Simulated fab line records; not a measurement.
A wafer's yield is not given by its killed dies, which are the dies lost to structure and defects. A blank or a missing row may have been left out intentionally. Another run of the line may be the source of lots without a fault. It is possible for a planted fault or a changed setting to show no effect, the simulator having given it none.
One fault seen from 2 desks | flow berkeley cmos170 | each desk holds nothing but its own numbers, with what lay behind them at the end

METROLOGY DESK
What the gauges read, lot by lot, whatever tool the lot ran on: means of the sampled wafers that have a number. A lot is out of limits, marked OUT, if its mean lies more than 4 standard deviations from the usual mean; the brackets give that distance.
Columns: A = NWELL_OVL at UCB170_NWELL_OVL_MEAS_12, usual 2 nm; B = PWELL_NITRIDE_THK at UCB170_PWELL_THK_MEAS_06, usual 220.5 nm
lot  | first seen here | A  | B
L322 | day 2 05:18     | 2  | 223.9
L323 | day 2 12:18     | -2 | 218.5
L324 | day 2 19:25     | 4  | 217.6
L326 | day 3 00:17     | 0  | 218.5
L325 | day 3 00:32     | -0 | 222.5
L327 | day 3 08:41     | 2  | 223.8
L339 | day 5 19:02     | 5  | 219.4
L341 | day 6 06:24     | 8  | 215.6
L343 | day 6 22:02     | -0 | 221.7
L344 | day 7 00:32     | 5  | 223.2
This desk found nothing out of limits on any of the 10 lots.

TOOL OWNER'S DESK, rie diel-03
The tool's own readings at UCB170_PWELL_ETCH_14 (etches Si3N4 in CH3F/Ar/O2, stops on SiO2, target depth 242 nm, time 151 s): means of the sampled wafers that have a number, for each lot that ran on this tool. A lot is out of limits, marked OUT, if its mean lies more than 4 standard deviations from the usual mean; the brackets give that distance.
Columns: A = drypump motor current A at UCB170_PWELL_ETCH_14, usual 5.9 A; B = oes product au at UCB170_PWELL_ETCH_14, usual 0.949 a.u.; C = run length s at UCB170_PWELL_ETCH_14, usual 179.1 s; D = throttle valve pct at UCB170_PWELL_ETCH_14, usual 8.02 %
lot  | first seen here | A   | B     | C               | D
L325 | day 3 15:46     | 6.1 | 0.959 | 179.2           | 8.03
L339 | day 6 14:32     | 5.8 | 0.965 | 158.7 (-54) OUT | 8.10
This desk's finding: out of limits on L339; first on L339, day 6 14:32 (run length s at UCB170_PWELL_ETCH_14). L325 stayed within limits.

PUT TOGETHER
The tool owner's desk had the chance to raise an alarm at day 6 14:32 on L339.
The metrology desk saw nothing out of limits.
The metrology desk has L339 on record, within its limits.
Every lot named ran UCB170_PWELL_ETCH_14 on rie diel-03.

WHAT THE SIMULATOR HAD PUT IN
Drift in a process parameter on rie diel-03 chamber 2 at UCB170_PWELL_ETCH_14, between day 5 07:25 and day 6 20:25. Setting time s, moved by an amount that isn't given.
Struck lots among those shown: L339.
How many hours passed from the start of the fault until each desk's first out-of-limits reading: the tool owner's desk, 31.
